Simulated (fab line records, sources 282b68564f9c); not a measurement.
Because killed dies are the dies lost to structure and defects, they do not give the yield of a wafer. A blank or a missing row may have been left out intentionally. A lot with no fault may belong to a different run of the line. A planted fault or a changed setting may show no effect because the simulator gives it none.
The tool behind it: which one? -- flow ritCmos -- 13 lots, 39 wafers sampled, at 3 steps of a route of 202

== WHAT THE GAUGES READ, wafer by wafer ==
RIT_PSD_OVL_MEAS_06. Usual: PSD_OVL gives 0.3 nm (standard deviation 1.2).
lot,measured,on,PSD_OVL (nm),flag
L327,day 2 23:39,overlay-02,3.1 1.2 2.5,
L332,day 4 00:50,overlay-02,- - -,OFF
L338,day 5 09:35,overlay-01,-1.1 -0.2 0.6,
L341,day 6 04:29,overlay-01,-0.2 0.9 -1.0,
L342,day 6 07:59,overlay-01,0.9 -0.4 -1.4,
L343,day 6 16:31,overlay-02,-1.0 -0.6 -1.1,
L344,day 6 19:40,overlay-01,-0.9 -1.0 -0.4,
L345,day 7 06:10,overlay-02,2.5 2.9 0.7,
L346,day 7 09:57,overlay-02,0.7 1.4 1.2,
L347,day 7 11:42,overlay-02,-0.1 0.3 1.4,
L348,day 7 16:53,overlay-01,-0.2 0.0 1.4,
L349,day 7 21:29,overlay-01,0.7 0.2 0.6,
L350,day 8 01:25,overlay-01,1.3 0.7 -0.9,

RIT_PSD_TW_MEAS_10. Usual: PSD_TW gives 3470 (standard deviation 27).
lot,measured,on,PSD_TW,flag
L327,day 3 00:10,filmMetro-02,3443 3449 3435,
L332,day 4 01:21,filmMetro-01,31 30 31,OFF
L338,day 5 10:06,filmMetro-04,3479 3496 3475,
L341,day 6 05:00,filmMetro-02,3401 3432 3418,
L342,day 6 08:30,filmMetro-01,3464 3482 3462,
L343,day 6 17:02,filmMetro-01,3480 3485 3489,
L344,day 6 20:11,filmMetro-01,3503 3482 3484,
L345,day 7 06:40,filmMetro-01,3525 3504 3515,
L346,day 7 10:37,filmMetro-02,3434 3442 3443,
L347,day 7 12:14,filmMetro-04,3461 3465 3487,
L348,day 7 17:23,filmMetro-04,3474 3462 3463,
L349,day 7 22:01,filmMetro-04,3454 3461 3472,
L350,day 8 02:05,filmMetro-02,3429 3413 3422,

== WHAT TOOL EACH LOT RAN ON (gives the tool, then ch and the chambers of the sampled wafers, and finally the start) ==
lot,RIT_PSD_EXPOSE_03
L327,"ilineStepper-01 ch 0, day 2 23:08"
L332,"ilineStepper-01 ch 0, day 4 00:26"
L338,"ilineStepper-01 ch 0, day 5 09:08"
L341,"ilineStepper-01 ch 0, day 6 04:05"
L342,"ilineStepper-01 ch 0, day 6 07:35"
L343,"ilineStepper-02 ch 0, day 6 16:07"
L344,"ilineStepper-02 ch 0, day 6 19:17"
L345,"ilineStepper-01 ch 0, day 7 05:46"
L346,"ilineStepper-02 ch 0, day 7 09:32"
L347,"ilineStepper-01 ch 0, day 7 11:20"
L348,"ilineStepper-01 ch 0, day 7 16:29"
L349,"ilineStepper-02 ch 0, day 7 21:06"
L350,"ilineStepper-01 ch 0, day 8 01:02"
- RIT_PSD_EXPOSE_03: exposes mask M10, target cd 40900 nm.

== WHAT THE TOOLS THEMSELVES READ (means of the sampled wafers that have a number; where no wafer has one, the mark that the record gives instead) ==
The record holds no such reading with a usual standard deviation.

== THE ANSWER, worked out from the rows above alone ==
Rule: a lot is off if the mean of its wafers that have a number lies more than 3 standard deviations from the usual mean. Also off: a lot with no number at a reading for which 4 or more lots have one. The other lots that the step has rows for count as sound. After the gauges, taken in route order, come the tools' own readings; for these a lot's mean is taken, as printed above. At the first step where some lot is off, the reading lying furthest off is the one used; lots without a number count as furthest.
Off: L332, seen at RIT_PSD_OVL_MEAS_06 (PSD_OVL). Without a number there: L332.
If a tool, at a process step before that reading, ran all the lots that are off and no sound lot after the first of them, it fits. Not tried: the gauges at RIT_PSD_OVL_MEAS_06; whatever is off there is also off at RIT_PSD_TW_MEAS_10, on other tools, and gauge error can't account for it. Not one of the candidates tried fits.

== WHAT THE SIMULATOR PUT IN ==
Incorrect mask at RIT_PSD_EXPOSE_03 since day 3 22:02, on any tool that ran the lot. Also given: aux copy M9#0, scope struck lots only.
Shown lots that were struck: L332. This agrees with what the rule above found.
